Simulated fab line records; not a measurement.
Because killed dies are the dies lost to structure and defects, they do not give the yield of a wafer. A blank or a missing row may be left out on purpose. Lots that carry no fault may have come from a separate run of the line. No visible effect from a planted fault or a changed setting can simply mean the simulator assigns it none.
Chamber matching + flow rit_cmos + RIT_SILICIDE_WET_ETCH_05 on wet_bench-04: 3 sister chambers
The step etches Ti in SPM, time 120 s. 6 wafers are shown with their chamber, then 7 later ones without.

WAFERS WITH THEIR CHAMBER
| wafer  | chamber | bath_heat_duty_pct (%) | bath_guard_temp_C (C) |
|--------|---------|------------------------|-----------------------|
| L922.3 | 2       | 14.9                   | 89.4                  |
| L922.6 | 2       | 13.0                   | 89.3                  |
| L923.4 | 0       | 13.8                   | 89.3                  |
| L923.5 | 0       | 12.6                   | 89.4                  |
| L924.2 | 1       | 14.3                   | 89.4                  |
| L924.4 | 1       | 15.5                   | 89.8                  |

WAFERS WHOSE CHAMBER IS MISSING
| wafer  | bath_heat_duty_pct (%) | bath_guard_temp_C (C) |
|--------|------------------------|-----------------------|
| L924.6 | 14.1                   | 90.1                  |
| L928.1 | 14.5                   | 89.1                  |
| L928.2 | 14.8                   | 89.5                  |
| L928.6 | 14.7                   | 89.3                  |
| L937.2 | 16.3                   | 89.4                  |
| L937.4 | 14.7                   | 89.2                  |
| L937.5 | 14.2                   | 88.9                  |

CHAMBER TAKEN BY EACH
| wafer  | from the rows above          | in truth |
|--------|------------------------------|----------|
| L924.6 | can't be placed: 1 or 2 or 0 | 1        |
| L928.1 | can't be placed: 2 or 0 or 1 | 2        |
| L928.2 | can't be placed: 1 or 2 or 0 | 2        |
| L928.6 | can't be placed: 2 or 0 or 1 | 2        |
| L937.2 | can't be placed: 1 or 2 or 0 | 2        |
| L937.4 | can't be placed: 2 or 0 or 1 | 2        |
| L937.5 | can't be placed: 2 or 0 or 1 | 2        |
Correctly placed: 0 of 7. These rows do not allow placing 7 (true chamber among the candidates in 7). Wrongly placed: 0.
How it was worked out, from the rows above alone: a wafer's distance from a chamber is the root of the sum, over the readings, of the square of ((its reading less the chamber's mean) divided by the reading's scatter). The wafer belongs to the nearest chamber; if the next one is less than 2 further off, it can't be placed. Each chamber's mean is taken over the wafers shown for it. The scatter: take each reading less its chamber's mean, square it, sum over the shown wafers, divide by the number of wafers less the number of chambers, and take the root.
